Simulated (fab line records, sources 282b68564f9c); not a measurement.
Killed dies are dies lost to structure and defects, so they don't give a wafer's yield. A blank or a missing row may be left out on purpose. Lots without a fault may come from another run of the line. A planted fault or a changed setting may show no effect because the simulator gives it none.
fab line records | flow rit_cmos
record lots=6 wafers=18 last_day=7
route steps=202 shown NRETRO@56 PRETRO@64
lots that met no fault: from a run of the same line without faults
start_h: hours from the record's first day to the start of the lot's first wafer shown | wait_h: hours since the lot's step before | " the same as in the row above | L1.1+2: a row that stands for several wafers | - no value, or no start given | * or withheld: withheld | < > ~ a bound
route shown NAME@n: a module of which the file shows steps, and the number in the route of the first | usual: mean/standard deviation of fault-free wafers | same: alike in all rows | chamber/n: place in a boat | sites: the reading at each site | _std_site: their standard deviation | _edge_site: outer sites' mean less inner sites' | radius_mm: how far each site lies from the wafer's centre | mask NAME#n: copy n | behind: the tool/chamber that last shaped the wafer | hold: why the lot was held/for how many hours/how that ended | device: the transistor (n, p or np) that didn't switch | end of line: the same wafers' tests at the end of the route | a step without rows: its recipe alone | killed: dies lost to structure and defects at the first sort, not the wafer's yield | map: a wafer's dies, x killed, . not, _ none there
set.NAME: the setting as run; set.NAME@STEP: as run at that earlier step | model.NAME: the simulator's own value behind a step, which no gauge read
lots at some steps of the route; a table a step, a row a wafer
services: from which hour (start_h, from the record's first day; less than 0 if before it) a tool's chamber was out of use, for how many hours, and why
## steps
# step RIT_NRETRO_EXPOSE_03
# recipe mask_id=M4 na=0.57 target_cd_nm=43900 dose_mj=250
# step RIT_NRETRO_PEB_04
# recipe resist=NOVOLAK temp_c=withheld time_s=withheld
# step RIT_NRETRO_DEVELOP_05
# recipe resist=NOVOLAK develop_time_s=68 dev_temp_c=23
# step RIT_NRETRO_OVL_MEAS_06
# usual NRETRO_OVL=0.5/1.4
# columns lot.wafer tool chamber start_h wait_h NRETRO_OVL[nm]
L164.3 overlay-01 - 34.05 - -0.1
L164.4 " - " " 0.7
L164.6 " - " " 0.7
L171.3 overlay-02 - 68.87 - -0.2
L171.4 " - " " -0.6
L171.6 " - " " -0.3
L178.1 overlay-01 - 108.26 - 0.3
L178.4 " - " " 1.5
L178.5 " - " " 2.3
L179.2 overlay-01 - 110.93 - -0.1
L179.4 " - " " 0.9
L179.5 " - " " 0.0
L182.1 overlay-01 - 126.23 - 0.7
L182.4 " - " " 0.7
L182.5 " - " " 0.2
L184.2 overlay-01 - 135.18 - -2.3
L184.3 " - " " 1.8
L184.4 " - " " 0.7
# step RIT_NRETRO_HARDBAKE_07
# recipe resist=NOVOLAK temp_c=140 time_s=120
# step RIT_NRETRO_IMPLANT_08
# recipe species=P energy_kev=70 dose_cm2=1e+13 tilt_deg=7
# step RIT_NRETRO_STRIP_09
# recipe chemistry=O2 time_s=180 resist=NOVOLAK platen_temp_c=withheld power_w=500 pressure_mtorr=4000 o2_flow_sccm=4000
# usual drypump_motor_current_A=5.7/0.5 o2_flow_sccm=4000/11
# columns lot.wafer tool chamber start_h wait_h drypump_motor_current_A o2_flow_sccm rf_hours_counter_h
L164.3 plasma_asher-03 1 34.53 0.1 6.0 3994 -
L164.4 " 0 " " 5.8 3995 -
L164.6 " 1 " " 6.0 4003 -
L171.3 plasma_asher-02 1 69.35 0.1 4.7 3990 -
L171.4 " 0 " " 5.7 3993 -
L171.6 " 0 " " 5.7 3996 -
L178.1 plasma_asher-02 0 108.69 0.1 5.7 4000 33
L178.4 " 0 " " 5.7 4010 -
L178.5 " 0 " " 5.7 4003 -
L179.2 plasma_asher-02 0 111.36 0.1 5.7 3992 34
L179.4 " 0 " " 5.7 4007 -
L179.5 " 0 " " 5.7 4003 -
L182.1 plasma_asher-03 0 126.66 0.1 5.8 3974 50
L182.4 " 1 " " 6.0 3980 -
L182.5 " 1 " " 6.1 3994 -
L184.2 plasma_asher-03 1 135.61 0.1 6.0 3976 51
L184.3 " 1 " " 6.0 3986 -
L184.4 " 0 " " 5.9 4006 -
# step RIT_NRETRO_TW_MEAS_10
# usual NRETRO_TW=1062/11
# columns lot.wafer tool chamber start_h wait_h NRETRO_TW
L164.3 film_metro-04 - 34.67 0.1 1051
L164.4 " - " " 1065
L164.6 " - " " 1059
L171.3 film_metro-04 - 69.49 0.1 1054
L171.4 " - " " 1057
L171.6 " - " " 1055
L178.1 film_metro-02 - 108.87 0.1 1068
L178.4 " - " " 1069
L178.5 " - " " 1070
L179.2 film_metro-04 - 111.54 0.1 1052
L179.4 " - " " 1050
L179.5 " - " " 1049
L182.1 film_metro-03 - 126.84 0.1 1055
L182.4 " - " " 1050
L182.5 " - " " 1057
L184.2 film_metro-02 - 135.79 0.1 1078
L184.3 " - " " 1083
L184.4 " - " " 1086
# step RIT_PRETRO_HMDS_00
# recipe prime_time_s=60 prime_temp_c=140
# step RIT_PRETRO_COAT_01
# recipe resist=NOVOLAK spin_rpm=2000 resist_thk_nm=1300
# step RIT_PRETRO_SOFTBAKE_02
# recipe resist=NOVOLAK temp_c=90 time_s=60
# step RIT_PRETRO_EXPOSE_03
# recipe mask_id=M5 na=0.57 target_cd_nm=43700 dose_mj=250
# step RIT_PRETRO_PEB_04
# recipe resist=NOVOLAK temp_c=withheld time_s=withheld
# usual chill_plate_temp_C=* exhaust_pa=45.2/0.91
# columns lot.wafer tool chamber start_h wait_h chill_plate_temp_C exhaust_pa
L164.3 litho_track-03 0 35.45 0.1 * 45.6
L164.4 " 0 " " * 44.5
L164.6 " 0 " " * 44.4
L171.3 litho_track-04 0 70.27 0.1 * 46.1
L171.4 " 0 " " * 46.6
L171.6 " 0 " " * 46.9
L178.1 litho_track-03 - 109.62 0.1 - -
L178.4 " - " " - -
L178.5 " - " " - -
L179.2 litho_track-03 - 112.31 0.1 - -
L179.4 " - " " - -
L179.5 " - " " - -
L182.1 litho_track-02 0 127.59 0.1 * 45.2
L182.4 " 0 " " * 46.0
L182.5 " 0 " " * 46.5
L184.2 litho_track-04 0 136.43 0.1 * 44.7
L184.3 " 0 " " * 44.2
L184.4 " 0 " " * 43.5
# step RIT_PRETRO_DEVELOP_05
# recipe resist=NOVOLAK develop_time_s=68 dev_temp_c=23
## services
# columns tool chamber start_h hours kind
plasma_asher-03 - 45.88 4.0 pm
plasma_asher-03 - 108.71 1.9 repair
plasma_asher-03 - 130.36 2.8 pm
## key
first_sign step=RIT_PRETRO_PEB_04 reading=tool_record direction=missing
effect none on later readings
met_at RIT_PRETRO_PEB_04
struck_wafers L178.1,L178.4,L178.5,L179.2,L179.4,L179.5
sort_left_out L178.1,L178.4,L178.5,L179.2,L179.4,L179.5
tester_left_out L178,L179
onset_between 35.45 109.62
fault kind=skipped_step_whole tool=litho_track-03 chamber=- onset_h=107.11 steps=RIT_PRETRO_PEB_04 scope=struck_lots_only
# tester_left_out: of these lots the tester's yield and bins aren't shown, on N5 and GAA mostly nor the transistor test; their killed dies are dies lost to structure and defects alone, not to doping, threshold or leakage, so they don't give the yield
# sort_left_out: the simulated sort isn't trusted on such a fault, so these wafers' sort isn't shown, and their yield isn't known
